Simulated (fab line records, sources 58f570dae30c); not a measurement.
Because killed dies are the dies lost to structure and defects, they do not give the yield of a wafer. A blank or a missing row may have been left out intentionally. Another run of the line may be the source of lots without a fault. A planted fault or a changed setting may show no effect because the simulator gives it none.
The tool behind it: which one? | flow berkeleyCmos170 | Sampling: 14 lots, 42 wafers, 2 of 331 route steps

## WHAT THE GAUGES READ, wafer by wafer
UCB170_CONTACT_THK_MEAS_02.
lot  | measured     | on           | CONTACT_PSG_THK (nm)
L698 | day 7 06:07  | filmMetro-02 | 716 713 714
L699 | day 7 06:06  | filmMetro-04 | 711 710 705
L702 | day 7 21:26  | filmMetro-04 | 710 703 703
L701 | day 7 23:13  | filmMetro-04 | 719 718 721
L705 | day 8 02:15  | filmMetro-04 | 461 453 448
L704 | day 8 04:02  | filmMetro-03 | 439 448 442
L706 | day 9 01:51  | filmMetro-04 | 719 718 716
L707 | day 9 01:52  | filmMetro-02 | 708 707 710
L712 | day 9 15:58  | filmMetro-04 | 705 701 704
L713 | day 9 17:45  | filmMetro-03 | 710 713 707
L715 | day 10 15:02 | filmMetro-04 | 714 714 711
L721 | day 11 06:24 | filmMetro-03 | 706 700 701
L719 | day 11 06:44 | filmMetro-04 | 727 722 723
L720 | day 11 08:11 | filmMetro-02 | 714 724 721

## WHAT TOOL EACH LOT RAN ON (gives the tool, then ch and the chambers of the sampled wafers, and finally the start)
lot  | UCB170_CONTACT_CVD_01
L698 | lpcvd-01 ch 0, day 7 04:19
L699 | lpcvd-01 ch 1, day 7 04:19
L702 | lpcvd-01 ch 0, day 7 19:38
L701 | lpcvd-01 ch 1, day 7 21:25
L705 | lpcvd-01 ch 0, day 8 00:27
L704 | lpcvd-01 ch 0, day 8 02:14
L706 | lpcvd-02 ch 1, day 9 00:04
L707 | lpcvd-02 ch 1, day 9 00:04
L712 | lpcvd-02 ch 0, day 9 14:11
L713 | lpcvd-02 ch 0, day 9 15:58
L715 | lpcvd-02 ch 1, day 10 12:22
L721 | lpcvd-01 ch 1, day 11 04:37
L719 | lpcvd-02 ch 0, day 11 04:58
L720 | lpcvd-01 ch 1, day 11 06:24
- UCB170_CONTACT_CVD_01: deposits PSG from SiH4/O2/PH3, target thk 700 nm, time 2820 s.

## WHAT THE TOOLS THEMSELVES READ (means of the sampled wafers that have a number; where no wafer has one, the mark that the record gives instead)
UCB170_CONTACT_CVD_01.
lot  | tool     | susceptorTempC (C)
L698 | lpcvd-01 | 449.70
L699 | lpcvd-01 | 449.75
L702 | lpcvd-01 | 449.92
L701 | lpcvd-01 | 450.30
L705 | lpcvd-01 | 450.17
L704 | lpcvd-01 | 449.92
L706 | lpcvd-02 | 450.01
L707 | lpcvd-02 | 450.33
L712 | lpcvd-02 | 449.93
L713 | lpcvd-02 | 449.75
L715 | lpcvd-02 | 449.89
L721 | lpcvd-01 | 449.90
L719 | lpcvd-02 | 450.15
L720 | lpcvd-01 | 449.93

## THE ANSWER, worked out from the rows above alone
Rule: usual is defined by the lots themselves. The widest of any qualifying gaps counts: lots, ordered by their means at a reading, are off when they make up no more than a third of the lots, leave a main group of 4 or more, and stand apart from it by 3 or more times the standard deviation of that group's means. A main group whose means are all the same, to the digits that the tables above print for the reading, isn't used. A lot without any number at a reading at which 4 lots or more have one is off too. The other lots that the step has rows for count as sound. First the gauges in route order, then the tools' own readings, where a lot's mean is used as printed above. The first step at which some lot is off is used, and at that step the reading that is off furthest; a lot without a number counts as furthest.
Off: at UCB170_CONTACT_THK_MEAS_02 (CONTACT_PSG_THK), L705, L704. The main group has a mean of 712 nm with a standard deviation of 6.7.
A tool fits if, at a process step before that reading, it ran every lot that is off, and no sound lot after the first of them. Those tools and the gauges at UCB170_CONTACT_THK_MEAS_02 are tried in the same way. None of those tried fits.

## WHAT THE SIMULATOR HAD PUT IN
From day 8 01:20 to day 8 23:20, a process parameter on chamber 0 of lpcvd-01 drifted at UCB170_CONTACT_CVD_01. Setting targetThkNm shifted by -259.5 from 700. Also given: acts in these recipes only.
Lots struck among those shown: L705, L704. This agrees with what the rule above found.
